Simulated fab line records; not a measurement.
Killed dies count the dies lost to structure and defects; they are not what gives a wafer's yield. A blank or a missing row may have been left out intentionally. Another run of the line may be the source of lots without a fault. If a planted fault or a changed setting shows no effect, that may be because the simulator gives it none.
Which tool is to blame? / flow berkeley-cmos170 / Sampling: 13 lots, 39 wafers, 5 of 331 route steps

WHAT EACH GAUGE READ, for each wafer
UCB170_NLDD_TW_MEAS_11.
lot=L867; measured=day 7 16:46; on=film-metro-01; NLDD_TW=2186 2194 2180
lot=L869; measured=day 8 04:10; on=film-metro-01; NLDD_TW=2209 2205 2208
lot=L870; measured=day 8 04:25; on=film-metro-04; NLDD_TW=2234 2227 2255
lot=L873; measured=day 9 06:21; on=film-metro-01; NLDD_TW=2101 2092 2100 2106 2103 2100
lot=L879; measured=day 9 20:42; on=film-metro-03; NLDD_TW=2212 2228 2236
lot=L880; measured=day 10 18:14; on=film-metro-01; NLDD_TW=2191 2199 2198
lot=L881; measured=day 10 18:35; on=film-metro-01; NLDD_TW=2204 2199 2201
lot=L883; measured=day 11 09:37; on=film-metro-03; NLDD_TW=2224 2221 2215
lot=L884; measured=day 11 09:50; on=film-metro-01; NLDD_TW=2190 2194 2179
lot=L886; measured=day 12 00:47; on=film-metro-01; NLDD_TW=2183 2187 2186
lot=L888; measured=day 12 01:13; on=film-metro-04; NLDD_TW=2237 2219 2237
lot=L887; measured=day 12 01:26; on=film-metro-03; NLDD_TW=2223 2210 2216
lot=L889; measured=day 12 11:05; on=film-metro-01; NLDD_TW=2199 2196 2196

UCB170_SDANNEAL_RS_MEAS_05: a four-point-probe measurement.
lot=L867; measured=day 8 08:28; on=film-metro-01; NLDD_RS (ohm/sq)=616.5 614.3 617.2
lot=L869; measured=day 8 18:50; on=film-metro-04; NLDD_RS (ohm/sq)=616.3 616.6 616.7
lot=L870; measured=day 8 18:40; on=film-metro-03; NLDD_RS (ohm/sq)=617.2 619.2 618.2
lot=L873; measured=day 9 22:56; on=film-metro-04; NLDD_RS (ohm/sq)=535.8 537.7 536.3
lot=L879; measured=day 10 08:11; on=film-metro-03; NLDD_RS (ohm/sq)=616.0 615.9 617.8
lot=L880; measured=day 11 08:50; on=film-metro-03; NLDD_RS (ohm/sq)=616.4 616.9 617.7
lot=L881; measured=day 11 07:56; on=film-metro-04; NLDD_RS (ohm/sq)=617.4 616.7 617.7
lot=L883; measured=day 12 00:28; on=film-metro-01; NLDD_RS (ohm/sq)=616.3 616.9 616.7
lot=L884; measured=day 12 00:15; on=film-metro-04; NLDD_RS (ohm/sq)=615.5 617.1 616.1
lot=L886; measured=day 12 12:36; on=film-metro-04; NLDD_RS (ohm/sq)=617.2 615.3 616.0
lot=L888; measured=day 12 12:53; on=film-metro-01; NLDD_RS (ohm/sq)=616.2 615.2 616.0
lot=L887; measured=day 12 13:17; on=film-metro-04; NLDD_RS (ohm/sq)=617.2 615.9 615.6
lot=L889; measured=day 13 01:05; on=film-metro-04; NLDD_RS (ohm/sq)=613.3 615.3 612.5

UCB170_M1_CD_MEAS_90 targets a cd of 700 nm.
lot=L867; measured=day 8 16:15; on=cd-sem-01; cd-nm (nm)=702.6 698.9 702.1
lot=L869; measured=day 9 02:05; on=cd-sem-01; cd-nm (nm)=699.0 696.4 698.7
lot=L870; measured=day 9 01:49; on=cd-sem-02; cd-nm (nm)=703.3 702.7 703.8
lot=L873; measured=day 10 06:43; on=cd-sem-02; cd-nm (nm)=701.7 701.9 698.8
lot=L879; measured=day 10 17:11; on=cd-sem-01; cd-nm (nm)=698.8 702.8 699.6
lot=L880; measured=day 11 17:58; on=cd-sem-02; cd-nm (nm)=702.5 700.6 701.9
lot=L881; measured=day 11 16:33; on=cd-sem-01; cd-nm (nm)=700.4 699.7 700.2
lot=L883; measured=day 12 10:43; on=cd-sem-02; cd-nm (nm)=700.9 698.0 700.3
lot=L884; measured=day 12 08:35; on=cd-sem-01; cd-nm (nm)=697.4 699.2 699.7
lot=L886; measured=day 12 22:35; on=cd-sem-01; cd-nm (nm)=698.7 698.6 700.9
lot=L888; measured=day 12 22:47; on=cd-sem-01; cd-nm (nm)=701.9 704.7 702.9
lot=L887; measured=day 12 22:51; on=cd-sem-02; cd-nm (nm)=700.7 701.8 702.9
lot=L889; measured=day 13 07:55; on=cd-sem-01; cd-nm (nm)=699.9 698.0 698.3

EACH LOT AND THE TOOL THAT RAN IT (in order: tool; ch and the chambers of the sampled wafers; start)
lot=L867; UCB170_NLDD_IMPLANT_09=implanter-03 ch 0, day 7 16:31; UCB170_M1_STRIP_13=plasma-asher-04 ch 0,1, day 8 16:09
lot=L869; UCB170_NLDD_IMPLANT_09=implanter-02 ch 0, day 8 03:55; UCB170_M1_STRIP_13=plasma-asher-01 ch 0,1, day 9 01:59
lot=L870; UCB170_NLDD_IMPLANT_09=implanter-01 ch 0, day 8 04:10; UCB170_M1_STRIP_13=plasma-asher-04 ch 0,1, day 9 01:43
lot=L873; UCB170_NLDD_IMPLANT_09=implanter-02 ch 0, day 9 06:07; UCB170_M1_STRIP_13=plasma-asher-01 ch 0,1, day 10 06:35
lot=L879; UCB170_NLDD_IMPLANT_09=implanter-01 ch 0, day 9 20:27; UCB170_M1_STRIP_13=plasma-asher-03 ch 0,1, day 10 17:05
lot=L880; UCB170_NLDD_IMPLANT_09=implanter-01 ch 0, day 10 17:59; UCB170_M1_STRIP_13=plasma-asher-04 ch 0,1, day 11 17:52
lot=L881; UCB170_NLDD_IMPLANT_09=implanter-03 ch 0, day 10 18:22; UCB170_M1_STRIP_13=plasma-asher-04 ch 0,1, day 11 16:26
lot=L883; UCB170_NLDD_IMPLANT_09=implanter-03 ch 0, day 11 09:24; UCB170_M1_STRIP_13=plasma-asher-01 ch 0,1, day 12 10:37
lot=L884; UCB170_NLDD_IMPLANT_09=implanter-01 ch 0, day 11 09:35; UCB170_M1_STRIP_13=plasma-asher-03 ch 0,1, day 12 08:28
lot=L886; UCB170_NLDD_IMPLANT_09=implanter-03 ch 0, day 12 00:33; UCB170_M1_STRIP_13=plasma-asher-04 ch 1, day 12 22:28
lot=L888; UCB170_NLDD_IMPLANT_09=implanter-02 ch 0, day 12 01:00; UCB170_M1_STRIP_13=plasma-asher-01 ch 0,1, day 12 22:40
lot=L887; UCB170_NLDD_IMPLANT_09=implanter-03 ch 0, day 12 01:12; UCB170_M1_STRIP_13=plasma-asher-03 ch 0,1, day 12 22:44
lot=L889; UCB170_NLDD_IMPLANT_09=implanter-02 ch 0, day 12 10:50; UCB170_M1_STRIP_13=plasma-asher-03 ch 0,1, day 13 07:49
- UCB170_NLDD_IMPLANT_09
- UCB170_M1_STRIP_13: strips in O2.

WHAT THE TOOLS THEMSELVES READ (means of the sampled wafers that have a number; where no wafer has one, the mark that the record gives instead)
UCB170_NLDD_IMPLANT_09.
lot=L867; tool=implanter-03; beam-on-s (s)=9.93; tilt-deg (degrees)=6.995
lot=L869; tool=implanter-02; beam-on-s (s)=10.18; tilt-deg (degrees)=6.963
lot=L870; tool=implanter-01; beam-on-s (s)=10.09; tilt-deg (degrees)=6.988
lot=L873; tool=implanter-02; beam-on-s (s)=10.06; tilt-deg (degrees)=0.037
lot=L879; tool=implanter-01; beam-on-s (s)=10.07; tilt-deg (degrees)=6.986
lot=L880; tool=implanter-01; beam-on-s (s)=9.98; tilt-deg (degrees)=6.992
lot=L881; tool=implanter-03; beam-on-s (s)=10.00; tilt-deg (degrees)=7.019
lot=L883; tool=implanter-03; beam-on-s (s)=10.04; tilt-deg (degrees)=7.006
lot=L884; tool=implanter-01; beam-on-s (s)=9.97; tilt-deg (degrees)=6.995
lot=L886; tool=implanter-03; beam-on-s (s)=10.06; tilt-deg (degrees)=6.983
lot=L888; tool=implanter-02; beam-on-s (s)=9.96; tilt-deg (degrees)=6.993
lot=L887; tool=implanter-03; beam-on-s (s)=10.09; tilt-deg (degrees)=6.997
lot=L889; tool=implanter-02; beam-on-s (s)=10.13; tilt-deg (degrees)=6.998

UCB170_M1_STRIP_13.
lot=L867; tool=plasma-asher-04; drypump-motor-current-A (A)=5.7; o2-flow-sccm (sccm)=400.5; oes-product-au (a.u.)=0.718
lot=L869; tool=plasma-asher-01; drypump-motor-current-A (A)=5.3; o2-flow-sccm (sccm)=399.8; oes-product-au (a.u.)=0.717
lot=L870; tool=plasma-asher-04; drypump-motor-current-A (A)=6.0; o2-flow-sccm (sccm)=401.9; oes-product-au (a.u.)=0.717
lot=L873; tool=plasma-asher-01; drypump-motor-current-A (A)=5.3; o2-flow-sccm (sccm)=399.4; oes-product-au (a.u.)=0.717
lot=L879; tool=plasma-asher-03; drypump-motor-current-A (A)=6.5; o2-flow-sccm (sccm)=400.6; oes-product-au (a.u.)=0.723
lot=L880; tool=plasma-asher-04; drypump-motor-current-A (A)=5.9; o2-flow-sccm (sccm)=399.4; oes-product-au (a.u.)=0.721
lot=L881; tool=plasma-asher-04; drypump-motor-current-A (A)=5.6; o2-flow-sccm (sccm)=400.0; oes-product-au (a.u.)=0.727
lot=L883; tool=plasma-asher-01; drypump-motor-current-A (A)=5.3; o2-flow-sccm (sccm)=400.4; oes-product-au (a.u.)=0.720
lot=L884; tool=plasma-asher-03; drypump-motor-current-A (A)=6.6; o2-flow-sccm (sccm)=399.8; oes-product-au (a.u.)=0.714
lot=L886; tool=plasma-asher-04; drypump-motor-current-A (A)=5.3; o2-flow-sccm (sccm)=400.4; oes-product-au (a.u.)=0.717
lot=L888; tool=plasma-asher-01; drypump-motor-current-A (A)=5.3; o2-flow-sccm (sccm)=400.0; oes-product-au (a.u.)=0.719
lot=L887; tool=plasma-asher-03; drypump-motor-current-A (A)=6.5; o2-flow-sccm (sccm)=398.7; oes-product-au (a.u.)=0.718
lot=L889; tool=plasma-asher-03; drypump-motor-current-A (A)=6.7; o2-flow-sccm (sccm)=400.7; oes-product-au (a.u.)=0.727

THE ANSWER, worked out from the rows above alone
Rule: the lots themselves supply what counts as usual. The widest of any qualifying gaps counts: lots, ordered by their means at a reading, are off when they make up no more than a third of the lots, leave a main group of 4 or more, and stand apart from it by 3 or more times the standard deviation of that group's means. A main group whose means are all the same, to the digits that the tables above print for the reading, isn't used. Also off: a lot with no number at a reading for which 4 or more lots have one. All remaining lots with rows at the step are treated as sound. The gauges are gone through in route order, then the tools' own readings, and for those a lot's mean is taken as printed above. The first step at which some lot is off is used, and at that step the reading that is off furthest; a lot without a number counts as furthest.
Off: L873, at UCB170_NLDD_TW_MEAS_11 (NLDD_TW). For the main group the mean is 2208 and the standard deviation 17.
A tool fits if, at a process step before that reading, it ran every lot that is off, and no sound lot after the first of them. Not tried: the gauges at UCB170_NLDD_TW_MEAS_11; whatever is off there is also off at UCB170_SDANNEAL_RS_MEAS_05, on other tools, and gauge error can't account for it. Of those tried, none fits.

WHAT WAS PUT IN BY THE SIMULATOR
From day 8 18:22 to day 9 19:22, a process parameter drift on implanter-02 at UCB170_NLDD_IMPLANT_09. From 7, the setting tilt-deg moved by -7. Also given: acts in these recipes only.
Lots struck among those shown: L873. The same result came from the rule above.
